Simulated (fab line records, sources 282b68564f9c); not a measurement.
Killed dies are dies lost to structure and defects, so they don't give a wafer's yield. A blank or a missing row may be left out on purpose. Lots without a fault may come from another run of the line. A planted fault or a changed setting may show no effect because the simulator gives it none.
One fault seen from 2 desks | flow rit_cmos | each desk has only its own numbers; what lay behind them comes last

THE TOOL OWNER'S DESK: implanter-02
The tool's own readings at RIT_NWELL_IMPLANT_08: means of the sampled wafers that have a number, for each lot that ran on this tool. A lot is out of limits, marked OUT, if its mean lies more than 4 standard deviations from the usual mean; the brackets give that distance.
Columns: A = dose_ions_cm2 at RIT_NWELL_IMPLANT_08, usual 5e+13
lot  | first seen here | A
L757 | day 1 22:09     | 5e+13
L761 | day 2 18:07     | 5e+13
L762 | day 2 23:00     | 5e+13
L763 | day 3 02:36     | 5e+13
L766 | day 3 19:10     | 5e+13
L772 | day 5 00:34     | 5e+13
L773 | day 5 05:33     | 5e+13 (-41) OUT
L774 | day 5 09:44     | 5e+13 (-40) OUT
This desk's finding: out of limits on L773, L774; first on L773, day 5 05:33 (dose_ions_cm2 at RIT_NWELL_IMPLANT_08). In limits: L757, L761, L762, L763, L766, L772.

THE METROLOGY DESK
What the gauges read, lot by lot, whatever tool the lot ran on: means of the sampled wafers that have a number. A lot is out of limits, marked OUT, if its mean lies more than 4 standard deviations from the usual mean; the brackets give that distance.
Columns: A = NWELL_RS at RIT_WELLDRIVE_RS_MEAS_01, usual 275.3 ohm/sq; B = PLDD_RS at RIT_SDANNEAL_RS_MEAS_06, usual 178.5 ohm/sq
lot  | first seen here | A                | B
L757 | day 2 05:37     | 274.8            | 178.8
L759 | day 2 14:49     | 275.4            | 178.1
L760 | day 2 19:26     | 275.6            | 178.6
L761 | day 3 01:15     | 275.7            | 178.9
L762 | day 3 06:08     | 273.4            | 178.9
L763 | day 3 10:17     | 275.7            | 178.0
L764 | day 3 14:58     | 275.5            | 178.8
L766 | day 4 02:38     | 275.8            | 178.2
L769 | day 4 16:20     | 274.4            | 178.3
L772 | day 5 08:25     | 275.9            | 177.8
L773 | day 5 12:34     | 282.0 (+8.1) OUT | 178.3
L774 | day 5 16:45     | 282.1 (+8.3) OUT | 178.7
L775 | day 5 21:47     | 274.8            | 178.3
L779 | day 6 18:17     | 276.2            | 178.6
This desk's finding: out of limits on L773, L774; first on L773, day 5 12:34 (NWELL_RS at RIT_WELLDRIVE_RS_MEAS_01). In limits: L757, L759, L760, L761, L762, L763, L764, L766, L769, L772, L775, L779.

PUT TOGETHER
The tool owner's desk could have raised an alarm at day 5 05:33, on L773, L774.
The metrology desk could have raised an alarm at day 5 12:34, on L773, L774.
Of the lots named, all ran RIT_NWELL_IMPLANT_08 on implanter-02.

WHAT THE SIMULATOR HAD PUT IN
Process parameter drift: implanter-02, from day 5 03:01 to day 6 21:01, at RIT_NWELL_IMPLANT_08. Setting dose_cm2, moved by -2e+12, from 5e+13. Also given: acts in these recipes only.
Lots struck among those shown: L773, L774.
Hours from the fault's start to each desk's first reading out of limits: the tool owner's desk, 3; the metrology desk, 10.
